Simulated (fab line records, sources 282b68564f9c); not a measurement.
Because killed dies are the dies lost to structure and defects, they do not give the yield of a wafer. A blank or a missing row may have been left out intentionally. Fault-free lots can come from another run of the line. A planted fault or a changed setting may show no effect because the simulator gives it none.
fab line records	flow rit_cmos
[record] lots = 6	wafers = 18	last_day = 8
route steps=202 shown SDANNEAL@154 PSD@157 NSD@158 PLDD@159 NLDD@160 SILICIDE@161 CONTACT@168 M1@184
lots that met no fault: from a run of the same line without faults
start_h: the number of hours between the record's first day and the start of the first shown wafer of the lot	wait_h: hours since the lot's step before	" unchanged from the row above	L1.1+2: a row that stands for several wafers	- no value present, or no start provided	* or withheld: withheld	< > ~ a bound
route shown NAME@n: NAME is a module with steps in the file, n the number in the route of the first one	usual: the fault-free wafers' mean and standard deviation	same: alike in all rows	chamber/n: place in a boat	sites: readings site by site	_std_site: the standard deviation of these	_edge_site: inner sites' mean taken away from outer sites' mean	radius_mm: how far each site lies from the wafer's centre	mask NAME#n: copy n	behind: tool/chamber where the wafer was last shaped	hold: why the lot was held/for how many hours/how that ended	device: transistor that didn't switch, given as n, p or np	end of line: the same wafers' tests at the end of the route	step lacking rows: just its recipe	killed: dies lost to structure and defects at the first sort, not the wafer's yield	map: a wafer's dies, marking killed ones x, the rest . and places with no die _
set.NAME: the setting the step ran with; set.NAME@STEP: the setting that earlier step ran with	model.NAME: the simulator's own value behind a step, which no gauge read
lots at some steps of the route; a table a step, a row a wafer
services: the hour from which a tool's chamber was out of use, counted from the record's first day as start_h (under 0 if before that day), plus the number of hours and why
[[steps]]
[step RIT_SDANNEAL_CLEAN_01]
[recipe] chemistry = dHF	dilution = 50:1	time_s = 30
[step RIT_SDANNEAL_CLEAN_02]
[recipe] chemistry = SC2	mix = 3:3:50	time_s = 600	temp_c = 75	dry = n2_spin
[step RIT_SDANNEAL_RTA_03]
[recipe] temp_c = 1050	time_s = 5	idle_temp_c = 600	ramp_up_c_per_s = 342	ramp_down_c_per_s = 171	cool_to_c = 600	ambient = N2
[usual] anneal_temp_c_max = 1056.1/1.1	chamber_o2_ppm = 1.995/0.023	wafer_temp_C_max = 1053.5/1.1
lot.wafer	tool	chamber	start_h	wait_h	anneal_temp_c_max	chamber_o2_ppm	wafer_temp_C_max
L404.1	rtp_anneal-01	0	72.79	0.0	1057.4	1.980	1053.1
L404.2	"	0	"	"	1053.8	1.990	1053.6
L404.5	"	0	"	"	1055.0	1.975	1055.4
L408.2	rtp_anneal-01	0	98.35	0.0	1054.9	1.972	1050.6
L408.4	"	0	"	"	1053.9	1.973	1053.3
L408.6	"	0	"	"	1054.9	1.991	1053.6
L417.2	rtp_anneal-02	0	158.24	0.0	1053.9	2.001	1053.3
L417.4	"	0	"	"	1055.2	2.011	1053.9
L417.5	"	0	"	"	1055.8	2.004	1053.9
L419.2	rtp_anneal-02	0	158.70	0.0	1056.5	2.003	1052.5
L419.3	"	0	"	"	1056.5	1.996	1053.9
L419.5	"	0	"	"	1054.9	2.024	1053.9
L423.4	rtp_anneal-02	0	171.74	0.0	1056.9	2.009	1053.3
L423.5	"	0	"	"	1056.8	2.001	1052.2
L423.6	"	0	"	"	1058.1	2.015	1054.0
L424.1	rtp_anneal-01	0	174.47	0.0	1056.9	1.960	1053.4
L424.2	"	0	"	"	1055.7	1.985	1053.5
L424.5	"	0	"	"	1055.8	1.971	1053.5
[step RIT_SDANNEAL_RS_MEAS_04]
[recipe] thk_meas_gauge = four-point-probe
[usual] PSD_RS = 115.44/0.29
lot.wafer	tool	chamber	start_h	wait_h	PSD_RS[ohm/sq]
L404.1	film_metro-02	-	72.85	0.0	115.52
L404.2	"	-	"	"	115.28
L404.5	"	-	"	"	115.40
L408.2	film_metro-01	-	98.41	0.1	115.70
L408.4	"	-	"	"	115.47
L408.6	"	-	"	"	115.38
L417.2	film_metro-01	-	158.31	0.1	114.73
L417.4	"	-	"	"	114.92
L417.5	"	-	"	"	114.94
L419.2	film_metro-01	-	158.79	0.1	115.15
L419.3	"	-	"	"	115.41
L419.5	"	-	"	"	115.51
L423.4	film_metro-02	-	171.83	0.1	115.05
L423.5	"	-	"	"	115.31
L423.6	"	-	"	"	115.24
L424.1	film_metro-01	-	174.52	0.0	115.57
L424.2	"	-	"	"	116.28
L424.5	"	-	"	"	116.13
[step RIT_SDANNEAL_RS_MEAS_05]
[recipe] thk_meas_gauge = four-point-probe
[usual] NSD_RS = 84.5/0.3
lot.wafer	tool	chamber	start_h	wait_h	NSD_RS[ohm/sq]
L404.1	film_metro-02	-	72.97	0.1	84.8
L404.2	"	-	"	"	84.7
L404.5	"	-	"	"	85.2
L408.2	film_metro-01	-	98.53	0.1	84.7
L408.4	"	-	"	"	84.5
L408.6	"	-	"	"	84.5
L417.2	film_metro-01	-	158.43	0.1	84.5
L417.4	"	-	"	"	84.6
L417.5	"	-	"	"	84.8
L419.2	film_metro-01	-	158.91	0.1	84.0
L419.3	"	-	"	"	83.9
L419.5	"	-	"	"	84.2
L423.4	film_metro-02	-	171.95	0.1	84.6
L423.5	"	-	"	"	84.7
L423.6	"	-	"	"	84.7
L424.1	film_metro-01	-	174.64	0.1	84.5
L424.2	"	-	"	"	84.8
L424.5	"	-	"	"	84.6
[step RIT_SDANNEAL_RS_MEAS_06]
[recipe] thk_meas_gauge = four-point-probe
[usual] PLDD_RS = 179.6/0.48
lot.wafer	tool	chamber	start_h	wait_h	PLDD_RS[ohm/sq]
L404.1	film_metro-02	-	73.09	0.1	179.2
L404.2	"	-	"	"	179.5
L404.5	"	-	"	"	179.4
L408.2	film_metro-01	-	98.65	0.1	179.9
L408.4	"	-	"	"	179.5
L408.6	"	-	"	"	179.7
L417.2	film_metro-01	-	158.55	0.1	178.2
L417.4	"	-	"	"	178.9
L417.5	"	-	"	"	178.8
L419.2	film_metro-01	-	159.03	0.1	179.5
L419.3	"	-	"	"	180.1
L419.5	"	-	"	"	180.1
L423.4	film_metro-02	-	172.07	0.1	178.9
L423.5	"	-	"	"	179.0
L423.6	"	-	"	"	178.7
L424.1	film_metro-01	-	174.76	0.1	179.7
L424.2	"	-	"	"	180.2
L424.5	"	-	"	"	180.4
[step RIT_SDANNEAL_RS_MEAS_07]
[recipe] thk_meas_gauge = four-point-probe
[usual] NLDD_RS = 150.4/0.52
lot.wafer	tool	chamber	start_h	wait_h	NLDD_RS[ohm/sq]
L404.1	film_metro-02	-	73.21	0.1	150.7
L404.2	"	-	"	"	149.9
L404.5	"	-	"	"	150.1
L408.2	film_metro-01	-	98.77	0.1	150.3
L408.4	"	-	"	"	150.5
L408.6	"	-	"	"	149.9
L417.2	film_metro-01	-	158.67	0.1	150.0
L417.4	"	-	"	"	149.7
L417.5	"	-	"	"	150.3
L419.2	film_metro-01	-	159.15	0.1	149.5
L419.3	"	-	"	"	149.4
L419.5	"	-	"	"	149.4
L423.4	film_metro-02	-	172.19	0.1	150.0
L423.5	"	-	"	"	150.9
L423.6	"	-	"	"	150.2
L424.1	film_metro-01	-	174.88	0.1	151.3
L424.2	"	-	"	"	150.8
L424.5	"	-	"	"	151.4
[step RIT_SILICIDE_WET_ETCH_00]
[recipe] chemistry = BOE	target = SiO2	target_depth_nm = 14	time_s = 15	dry = n2_spin	dilution = 10:1	temp_c = 21.5
[step RIT_SILICIDE_SPUTTER_01]
[recipe] material = Ti	target_thk_nm = 30	power_w = 350	chamber_pressure_pa = 0.667	gas = Ar	time_s = 240	substrate_temp_c = 25
[usual] throttle_valve_pct = 30.0/0.71
lot.wafer	tool	chamber	start_h	wait_h	throttle_valve_pct
L404.1	pvd_sputter-04	-	73.34	0.0	30.2
L404.2	"	-	"	"	29.0
L404.5	"	-	"	"	30.8
L408.2	pvd_sputter-04	-	98.89	0.0	30.6
L408.4	"	-	"	"	29.6
L408.6	"	-	"	"	30.5
L417.2	pvd_sputter-04	-	158.78	0.0	29.7
L417.4	"	-	"	"	30.2
L417.5	"	-	"	"	29.8
L419.2	pvd_sputter-03	-	159.26	0.0	30.0
L419.3	"	-	"	"	30.3
L419.5	"	-	"	"	29.8
L423.4	pvd_sputter-02	-	172.27	0.0	29.4
L423.5	"	-	"	"	29.5
L423.6	"	-	"	"	29.3
L424.1	pvd_sputter-02	-	175.02	0.0	30.3
L424.2	"	-	"	"	29.3
L424.5	"	-	"	"	30.2
[step RIT_SILICIDE_RS_MEAS_02]
[recipe] thk_meas_gauge = four-point-probe	reads = Ti_of_SILICIDE_SPUTTER_01
[usual] SILICIDE_TI_RS = 48.0/0.82
lot.wafer	tool	chamber	start_h	wait_h	SILICIDE_TI_RS[ohm/sq]
L404.1	film_metro-01	-	73.49	0.1	47.8
L404.2	"	-	"	"	46.6
L404.5	"	-	"	"	47.2
L408.2	film_metro-01	-	99.06	0.1	46.8
L408.4	"	-	"	"	46.9
L408.6	"	-	"	"	47.7
L417.2	film_metro-03	-	158.95	0.1	46.8
L417.4	"	-	"	"	47.1
L417.5	"	-	"	"	46.5
L419.2	film_metro-01	-	159.43	0.1	48.2
L419.3	"	-	"	"	48.6
L419.5	"	-	"	"	48.4
L423.4	film_metro-03	-	172.48	0.1	47.0
L423.5	"	-	"	"	47.2
L423.6	"	-	"	"	47.1
L424.1	film_metro-01	-	175.17	0.1	48.0
L424.2	"	-	"	"	47.5
L424.5	"	-	"	"	48.1
[step RIT_SILICIDE_THK_MEAS_03]
[recipe] thk_meas_gauge = xrf	reads = Ti_of_SILICIDE_SPUTTER_01
[usual] SILICIDE_TI_THK = 29.6/0.43
lot.wafer	tool	chamber	start_h	wait_h	SILICIDE_TI_THK[nm]
L404.1	film_metro-01	-	73.61	0.1	29.5
L404.2	"	-	"	"	30.3
L404.5	"	-	"	"	29.8
L408.2	film_metro-01	-	99.17	0.1	30.1
L408.4	"	-	"	"	29.9
L408.6	"	-	"	"	29.5
L417.2	film_metro-03	-	159.06	0.1	30.3
L417.4	"	-	"	"	30.0
L417.5	"	-	"	"	30.5
L419.2	film_metro-01	-	159.54	0.1	29.2
L419.3	"	-	"	"	29.0
L419.5	"	-	"	"	29.2
L423.4	film_metro-03	-	172.57	0.1	30.0
L423.5	"	-	"	"	30.1
L423.6	"	-	"	"	29.9
L424.1	film_metro-01	-	175.29	0.1	29.4
L424.2	"	-	"	"	29.5
L424.5	"	-	"	"	29.3
[step RIT_SILICIDE_RTA_04]
[recipe] temp_c = 650	time_s = 10	idle_temp_c = 25	ramp_up_s = 5	ramp_down_s = 5	cool_to_c = 25	ambient = N2
[usual] anneal_temp_c_max = 653.6/0.68	chamber_o2_ppm = 2.005/0.021	wafer_temp_C_max = 653.3/0.68
lot.wafer	tool	chamber	start_h	wait_h	anneal_temp_c_max	chamber_o2_ppm	wafer_temp_C_max
L404.1	rtp_anneal-02	0	73.67	0.1	653.0	2.006	652.9
L404.2	"	0	"	"	653.5	1.977	653.4
L404.5	"	0	"	"	652.4	2.027	652.5
L408.2	rtp_anneal-02	0	99.23	0.1	655.6	2.023	654.0
L408.4	"	0	"	"	653.8	2.043	654.2
L408.6	"	0	"	"	654.8	2.047	652.8
L417.2	rtp_anneal-01	0	159.12	0.1	652.9	2.005	654.1
L417.4	"	0	"	"	653.4	1.994	652.5
L417.5	"	0	"	"	654.5	2.014	653.7
L419.2	rtp_anneal-01	0	159.60	0.1	654.2	2.001	652.7
L419.3	"	0	"	"	654.8	2.038	652.4
L419.5	"	0	"	"	653.5	2.000	652.7
L423.4	rtp_anneal-01	0	172.64	0.1	652.1	1.968	653.5
L423.5	"	0	"	"	653.6	1.993	654.0
L423.6	"	0	"	"	653.4	2.017	653.7
L424.1	rtp_anneal-02	0	175.35	0.1	655.0	1.979	652.6
L424.2	"	0	"	"	654.2	2.014	653.0
L424.5	"	0	"	"	654.2	1.987	653.8
[step RIT_SILICIDE_WET_ETCH_05]
[recipe] chemistry = SPM	target = Ti	temp_c = 90	time_s = 120	dry = n2_spin
lot.wafer	tool	chamber	start_h	wait_h
L404.1+2+5	wet_bench-04	1	73.74	0.1
L408.2+4+6	wet_bench-03	2	99.28	0.0
L417.2+4+5	wet_bench-04	0	159.18	0.0
L419.2+3+5	wet_bench-04	3	159.66	0.0
L423.4+5+6	wet_bench-01	0	172.67	0.0
L424.1+2+5	wet_bench-01	2	175.41	0.1
[step RIT_SILICIDE_RTA_06]
[recipe] temp_c = 750	time_s = 10	idle_temp_c = 25	ramp_up_s = 5	ramp_down_s = 10	cool_to_c = 25	ambient = N2
[usual] anneal_temp_c_max = 754.3/0.81	chamber_o2_ppm = 2.002/0.022	wafer_temp_C_max = 753.8/0.76
lot.wafer	tool	chamber	start_h	wait_h	anneal_temp_c_max	chamber_o2_ppm	wafer_temp_C_max
L404.1	rtp_anneal-01	0	73.78	0.0	754.8	1.991	755.9
L404.2	"	0	"	"	753.8	2.027	754.3
L404.5	"	0	"	"	754.2	1.984	753.8
L408.2	rtp_anneal-01	0	99.34	0.0	753.5	2.002	753.8
L408.4	"	0	"	"	754.2	1.989	754.1
L408.6	"	0	"	"	753.9	1.967	755.0
L417.2	rtp_anneal-02	0	159.23	0.0	754.3	1.999	752.6
L417.4	"	0	"	"	752.7	1.996	752.6
L417.5	"	0	"	"	756.4	2.004	753.4
L419.2	rtp_anneal-02	0	159.71	0.0	753.7	2.012	752.6
L419.3	"	0	"	"	753.8	2.005	753.8
L419.5	"	0	"	"	752.9	2.018	753.8
L423.4	rtp_anneal-02	0	172.75	0.0	754.1	1.990	754.2
L423.5	"	0	"	"	753.8	1.994	753.9
L423.6	"	0	"	"	754.5	1.987	754.0
L424.1	rtp_anneal-01	0	175.46	0.0	757.0	1.976	753.3
L424.2	"	0	"	"	754.3	2.005	754.6
L424.5	"	0	"	"	753.9	1.963	753.8
[step RIT_CONTACT_CVD_00]
[recipe] material = SiO2	target_thk_nm = 400	precursor = TEOS	temp_c = 390	time_s = 61	rf_w = 414.4
[step RIT_CONTACT_THK_MEAS_01]
[recipe] reads = SiO2_of_CONTACT_CVD_00
[usual] CONTACT_TEOS_THK = 404/5
lot.wafer	tool	chamber	start_h	wait_h	CONTACT_TEOS_THK[nm]
L404.1	film_metro-01	-	73.90	0.0	405
L404.2	"	-	"	"	393
L404.5	"	-	"	"	404
L408.2	film_metro-01	-	99.48	0.1	402
L408.4	"	-	"	"	405
L408.6	"	-	"	"	411
L417.2	film_metro-03	-	159.34	0.0	404
L417.4	"	-	"	"	411
L417.5	"	-	"	"	408
L419.2	film_metro-04	-	159.82	0.0	395
L419.3	"	-	"	"	395
L419.5	"	-	"	"	404
L423.4	film_metro-04	-	172.86	0.0	411
L423.5	"	-	"	"	407
L423.6	"	-	"	"	413
L424.1	film_metro-03	-	175.58	0.0	400
L424.2	"	-	"	"	402
L424.5	"	-	"	"	412
[step RIT_CONTACT_HMDS_02]
[recipe] prime_time_s = 60	prime_temp_c = 140
[step RIT_CONTACT_COAT_03]
[recipe] resist = NOVOLAK	spin_rpm = 3250	resist_thk_nm = 1000
[step RIT_CONTACT_SOFTBAKE_04]
[recipe] resist = NOVOLAK	temp_c = 90	time_s = 60
[step RIT_CONTACT_EXPOSE_05]
[recipe] mask_id = M11	na = 0.6	source_shape = conventional	sigma_outer = 0.5	target_cd_nm = 1000	dose_mj = 250
[step RIT_CONTACT_PEB_06]
[recipe] resist = NOVOLAK	temp_c = withheld	time_s = withheld
[step RIT_CONTACT_DEVELOP_07]
[recipe] resist = NOVOLAK	develop_time_s = 120	dev_temp_c = 23
[step RIT_CONTACT_CD_MEAS_08]
[recipe] target_cd_nm = 1000
[usual] cd_nm = 1000.0/2.2
lot.wafer	tool	chamber	start_h	wait_h	cd_nm
L404.1	cd_sem-02	-	74.97	-	1001.2
L404.2	"	-	"	"	999.7
L404.5	"	-	"	"	1001.4
L408.2	cd_sem-02	-	100.64	-	1003.7
L408.4	"	-	"	"	1004.2
L408.6	"	-	"	"	1004.5
L417.2	cd_sem-01	-	160.51	-	998.0
L417.4	"	-	"	"	997.3
L417.5	"	-	"	"	995.1
L419.2	cd_sem-02	-	161.19	-	998.3
L419.3	"	-	"	"	999.6
L419.5	"	-	"	"	1000.5
L423.4	cd_sem-01	-	173.92	-	998.6
L423.5	"	-	"	"	997.0
L423.6	"	-	"	"	996.4
L424.1	cd_sem-02	-	176.68	-	1000.2
L424.2	"	-	"	"	998.7
L424.5	"	-	"	"	999.7
[step RIT_CONTACT_OVL_MEAS_09]
[usual] CONTACT_OVL = 1.2/1.6
lot.wafer	tool	chamber	start_h	wait_h	CONTACT_OVL[nm]
L404.1	overlay-02	-	75.09	0.1	1.3
L404.2	"	-	"	"	0.5
L404.5	"	-	"	"	1.5
L408.2	overlay-01	-	100.74	0.1	-0.1
L408.4	"	-	"	"	0.6
L408.6	"	-	"	"	-1.3
L417.2	overlay-02	-	160.61	0.1	2.7
L417.4	"	-	"	"	4.3
L417.5	"	-	"	"	1.7
L419.2	overlay-01	-	161.30	0.1	0.2
L419.3	"	-	"	"	-0.1
L419.5	"	-	"	"	1.4
L423.4	overlay-02	-	174.00	0.1	-0.3
L423.5	"	-	"	"	-1.0
L423.6	"	-	"	"	-0.3
L424.1	overlay-01	-	176.80	0.1	1.5
L424.2	"	-	"	"	1.1
L424.5	"	-	"	"	0.5
[step RIT_CONTACT_HARDBAKE_10]
[recipe] resist = NOVOLAK	temp_c = 140	time_s = 60
[step RIT_CONTACT_ETCH_11]
[recipe] target_depth_a = 4800	over_etch_frac = 0.2	stop_on = TiSi2	chemistry = CHF3/CF4/Ar	target = SiO2	CHF3_flow_sccm = 50	cf4_flow_sccm = 10	Ar_flow_sccm = 100	O2_flow_sccm = 5	pressure_mtorr = 100	rf_w = 200	time_s = 320
[step RIT_CONTACT_STRIP_12]
[recipe] chemistry = O2	time_s = 175.2	resist = NOVOLAK	platen_temp_c = withheld	power_w = 500	pressure_mtorr = 4000	o2_flow_sccm = 4000
[step RIT_CONTACT_CD_MEAS_90]
[recipe] target_cd_nm = 1000
[usual] cd_nm = 1000.0/2.2
lot.wafer	tool	chamber	start_h	wait_h	cd_nm
L404.1	cd_sem-02	-	75.74	0.1	1000.6
L404.2	"	-	"	"	999.7
L404.5	"	-	"	"	1001.0
L408.2	cd_sem-02	-	101.31	0.1	1003.2
L408.4	"	-	"	"	1004.1
L408.6	"	-	"	"	1004.3
L417.2	cd_sem-01	-	161.48	0.1	998.7
L417.4	"	-	"	"	996.9
L417.5	"	-	"	"	995.0
L419.2	cd_sem-02	-	161.91	0.1	999.3
L419.3	"	-	"	"	999.2
L419.5	"	-	"	"	1000.6
L423.4	cd_sem-02	-	174.60	0.1	998.8
L423.5	"	-	"	"	996.9
L423.6	"	-	"	"	996.5
L424.1	cd_sem-02	-	177.36	0.1	1000.2
L424.2	"	-	"	"	998.3
L424.5	"	-	"	"	1000.0
[step RIT_CONTACT_CLEAN_13]
[recipe] chemistry = SC1	mix = 3:3:50	time_s = 600	temp_c = 75
[step RIT_CONTACT_CLEAN_14]
[recipe] chemistry = SC2	mix = 3:3:50	time_s = 600	temp_c = 75	dry = n2_spin
[step RIT_M1_SPUTTER_00]
[recipe] material = Al	target_thk_nm = 400	power_w = 2000	chamber_pressure_pa = 0.4	gas = Ar	time_s = 500	substrate_temp_c = 25
[usual] throttle_valve_pct = 29.8/0.9
lot.wafer	tool	chamber	start_h	wait_h	throttle_valve_pct
L404.1	pvd_sputter-03	-	76.21	0.0	31.4
L404.2	"	-	"	"	30.4
L404.5	"	-	"	"	30.2
L408.2	pvd_sputter-01	-	101.76	0.0	29.4
L408.4	"	-	"	"	31.0
L408.6	"	-	"	"	28.9
L417.2	pvd_sputter-01	-	161.93	0.0	31.6
L417.4	"	-	"	"	28.9
L417.5	"	-	"	"	28.6
L419.2	pvd_sputter-04	-	162.44	0.0	30.1
L419.3	"	-	"	"	30.7
L419.5	"	-	"	"	29.7
L423.4	pvd_sputter-01	-	175.01	0.0	28.8
L423.5	"	-	"	"	28.6
L423.6	"	-	"	"	29.5
L424.1	pvd_sputter-04	-	178.00	0.0	30.9
L424.2	"	-	"	"	29.2
L424.5	"	-	"	"	30.4
[step RIT_M1_RS_MEAS_01]
[recipe] thk_meas_gauge = four-point-probe	reads = Al_of_M1_SPUTTER_00
[usual] M1_AL_RS = 0.0734/0.00087
lot.wafer	tool	chamber	start_h	wait_h	M1_AL_RS[ohm/sq]
L404.1	film_metro-04	-	76.51	0.1	0.0745
L404.2	"	-	"	"	0.0733
L404.5	"	-	"	"	0.0730
L408.2	film_metro-02	-	102.08	0.2	0.0743
L408.4	"	-	"	"	0.0744
L408.6	"	-	"	"	0.0731
L417.2	film_metro-02	-	162.24	0.2	0.0739
L417.4	"	-	"	"	0.0735
L417.5	"	-	"	"	0.0727
L419.2	film_metro-04	-	162.75	0.2	0.0717
L419.3	"	-	"	"	0.0730
L419.5	"	-	"	"	0.0722
L423.4	film_metro-04	-	175.36	0.2	0.0731
L423.5	"	-	"	"	0.0730
L423.6	"	-	"	"	0.0734
L424.1	film_metro-02	-	178.30	0.1	0.0738
L424.2	"	-	"	"	0.0741
L424.5	"	-	"	"	0.0723
[step RIT_M1_THK_MEAS_02]
[recipe] thk_meas_gauge = xrf	reads = Al_of_M1_SPUTTER_00
[usual] M1_AL_THK = 392/4.8
lot.wafer	tool	chamber	start_h	wait_h	M1_AL_THK[nm]
L404.1	film_metro-04	-	76.63	0.1	384
L404.2	"	-	"	"	391
L404.5	"	-	"	"	394
L408.2	film_metro-02	-	102.19	0.1	388
L408.4	"	-	"	"	386
L408.6	"	-	"	"	394
L417.2	film_metro-02	-	162.35	0.1	388
L417.4	"	-	"	"	393
L417.5	"	-	"	"	396
L419.2	film_metro-04	-	162.86	0.1	403
L419.3	"	-	"	"	392
L419.5	"	-	"	"	399
L423.4	film_metro-04	-	175.45	0.1	392
L423.5	"	-	"	"	392
L423.6	"	-	"	"	390
L424.1	film_metro-02	-	178.42	0.1	391
L424.2	"	-	"	"	392
L424.5	"	-	"	"	400
[step RIT_M1_HMDS_03]
[recipe] prime_time_s = 60	prime_temp_c = 140
[step RIT_M1_COAT_04]
[recipe] resist = NOVOLAK	spin_rpm = 2000	resist_thk_nm = 1300
[step RIT_M1_SOFTBAKE_05]
[recipe] resist = NOVOLAK	temp_c = 90	time_s = 60
[step RIT_M1_EXPOSE_06]
[recipe] mask_id = M12	na = 0.6	source_shape = conventional	sigma_outer = 0.5	target_cd_nm = 2600	dose_mj = 250
[step RIT_M1_PEB_07]
[recipe] resist = NOVOLAK	temp_c = withheld	time_s = withheld
[step RIT_M1_DEVELOP_08]
[recipe] resist = NOVOLAK	develop_time_s = 68	dev_temp_c = 23
[step RIT_M1_CD_MEAS_09]
[recipe] target_cd_nm = 2600
[usual] cd_nm = 2600.0/2.5
lot.wafer	tool	chamber	start_h	wait_h	cd_nm
L404.1	cd_sem-02	-	77.57	-	2599.6
L404.2	"	-	"	"	2599.0
L404.5	"	-	"	"	2597.1
L408.2	cd_sem-02	-	103.27	-	2598.5
L408.4	"	-	"	"	2599.8
L408.6	"	-	"	"	2600.9
L417.2	cd_sem-01	-	163.78	-	2597.8
L417.4	"	-	"	"	2597.2
L417.5	"	-	"	"	2598.9
L419.2	cd_sem-02	-	164.10	-	2597.1
L419.3	"	-	"	"	2595.5
L419.5	"	-	"	"	2597.4
L423.4	cd_sem-01	-	176.42	-	2600.3
L423.5	"	-	"	"	2603.5
L423.6	"	-	"	"	2601.1
L424.1	cd_sem-01	-	179.60	-	2600.6
L424.2	"	-	"	"	2600.6
L424.5	"	-	"	"	2600.0
[step RIT_M1_OVL_MEAS_10]
[usual] M1_OVL = 0.0/1.1
lot.wafer	tool	chamber	start_h	wait_h	M1_OVL[nm]
L404.1	overlay-01	-	77.69	0.1	-0.4
L404.2	"	-	"	"	-1.3
L404.5	"	-	"	"	0.2
L408.2	overlay-01	-	103.38	0.1	1.0
L408.4	"	-	"	"	-0.7
L408.6	"	-	"	"	-1.4
L417.2	overlay-02	-	163.89	0.1	-0.7
L417.4	"	-	"	"	-0.3
L417.5	"	-	"	"	-2.3
L419.2	overlay-01	-	164.20	0.1	1.9
L419.3	"	-	"	"	-0.8
L419.5	"	-	"	"	-0.1
L423.4	overlay-02	-	176.50	0.1	-0.3
L423.5	"	-	"	"	1.4
L423.6	"	-	"	"	-0.5
L424.1	overlay-02	-	179.72	0.1	0.3
L424.2	"	-	"	"	-0.8
L424.5	"	-	"	"	-1.6
[step RIT_M1_HARDBAKE_11]
[recipe] resist = NOVOLAK	temp_c = 140	time_s = 120
[step RIT_M1_PROBE_99]
[usual] killed_at_front_end = 7.1/2.8	killed_dies = 7.1/2.9	killed_on_rim = 1.9/1.5	killed_open = 3.4/2	killed_short = 3.6/2.1
[same] gross_dies = 264	killed_at_M0_to_M3 = 0	killed_at_M4_up = 0	killed_at_back_side = 0	killed_at_contacts = 0	killed_at_other = 0
lot.wafer	tool	chamber	start_h	wait_h	killed_at_front_end	killed_dies	killed_on_rim	killed_open	killed_short
L408.2	prober-01	-	107.22	0.1	6	6	2	3	3
L408.4	prober-01	-	107.32	0.2	8	8	1	3	5
L408.6	prober-01	-	107.42	0.2	5	5	2	4	1
L417.2	prober-02	-	166.65	0.1	30	30	7	2	5
L417.4	prober-02	-	166.75	0.2	36	36	9	4	3
L417.5	prober-02	-	166.80	0.2	29	29	7	3	4
L419.2	prober-01	-	168.15	0.1	16	16	6	1	3
L419.3	prober-01	-	168.20	0.2	22	22	7	4	4
L419.5	prober-01	-	168.30	0.2	25	25	13	2	8
// killed by level:class
L408.2 GATE:geometric_particle:open=2 FOX1:geometric_particle:open=1 GATE:geometric_particle:short=1 REOX:geometric_particle:short=1 SPACER:geometric_particle:short=1
L408.4 GATE:geometric_particle:short=2 FOX1:geometric_particle:open=1 FOX1:geometric_particle:short=1 FOX2:geometric_particle:open=1 GATE:geometric_particle:open=1 SPACER:geometric_particle:short=1 SILICIDE:geometric_particle:short=1
L408.6 SPACER:geometric_particle:open=2 FOX1:geometric_particle:open=1 GATE:geometric_particle:open=1 SPACER:geometric_particle:short=1
L417.2 SILICIDE:unspecified=23 GATE:geometric_particle:short=3 FOX1:geometric_particle:short=1 GATE:geometric_particle:open=1 REOX:geometric_particle:short=1 SPACER:geometric_particle:open=1
L417.4 SILICIDE:unspecified=29 GATE:geometric_particle:open=3 GATE:geometric_particle:short=2 FOX2:geometric_particle:short=1 REOX:geometric_particle:open=1
L417.5 SILICIDE:unspecified=22 FOX1:geometric_particle:short=2 FOX1:geometric_particle:open=1 FOX2:geometric_particle:short=1 FOX2:geometric_particle:open=1 GATE:geometric_particle:short=1 REOX:geometric_particle:open=1
L419.2 SILICIDE:unspecified=12 GATE:geometric_particle:short=2 GATE:geometric_particle:open=1 SPACER:geometric_particle:short=1
L419.3 SILICIDE:unspecified=14 GATE:geometric_particle:short=3 FOX1:geometric_particle:short=1 FOX2:geometric_particle:open=1 GATE:geometric_particle:open=1 REOX:geometric_particle:open=1 SILICIDE:geometric_particle:open=1
L419.5 SILICIDE:unspecified=15 GATE:geometric_particle:short=4 FOX1:geometric_particle:short=1 FOX2:geometric_particle:short=1 GATE:geometric_particle:open=1 SPACER:geometric_particle:open=1 SPACER:geometric_particle:short=1 SILICIDE:geometric_particle:short=1
// map L417.4 (x killed, . not)
________......._______
_____.............____
____.....x.........___
___.................__
__..................._
__..................._
_.x...................
_.....................
_................xx...
_.............x..xxx..
__...........x.xxxxx._
__x..........xxxxxxxx_
___.......x...xxxxxx__
____...........xxxx___
_____....x.....x..____
________......._______
// map L419.5 (x killed, . not)
________......._______
_____.............____
____x..............___
___...........x....x__
__..................x_
__.........x........._
_...................xx
_................x..xx
_.......x.........xxxx
_.................xxxx
__.................xx_
__..........x.......x_
___................x__
____...............___
_____..x..........____
________......._______
[[services]]
tool	chamber	start_h	hours	kind
pvd_sputter-01	-	53.49	0.6	repair
pvd_sputter-01	-	66.17	3.1	repair
pvd_sputter-02	-	70.14	7.8	repair
pvd_sputter-02	-	79.23	0.6	repair
pvd_sputter-03	-	92.52	4.0	repair
pvd_sputter-04	-	131.29	7.4	repair
pvd_sputter-03	-	134.70	8.4	repair
pvd_sputter-04	-	164.57	4.8	repair
[[key]]
[first_sign] step = RIT_M1_PROBE_99	reading = killed_at_front_end	direction = up	sigmas = 6.8	usual = 7.1	struck = 26.3
[effect] step = RIT_M1_PROBE_99	reading = killed_dies	direction = up	sigmas = 6.7	usual = 7.1	struck = 26.3
met_at RIT_SILICIDE_WET_ETCH_05
struck_wafers L417.2,L417.4,L417.5,L419.2,L419.3,L419.5
tester_left_out L417,L419
onset_between 73.74 159.18
[fault] kind = chamber_particle_source	tool = wet_bench-04	chamber = -	onset_h = 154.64	steps = RIT_SILICIDE_WET_ETCH_05	rate_per_visit_cm2 = 0.47388	end_h = 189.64
// tester_left_out: of these lots the tester's yield and bins aren't shown, on N5 and GAA mostly nor the transistor test; their killed dies are dies lost to structure and defects alone, not to doping, threshold or leakage, so they don't give the yield
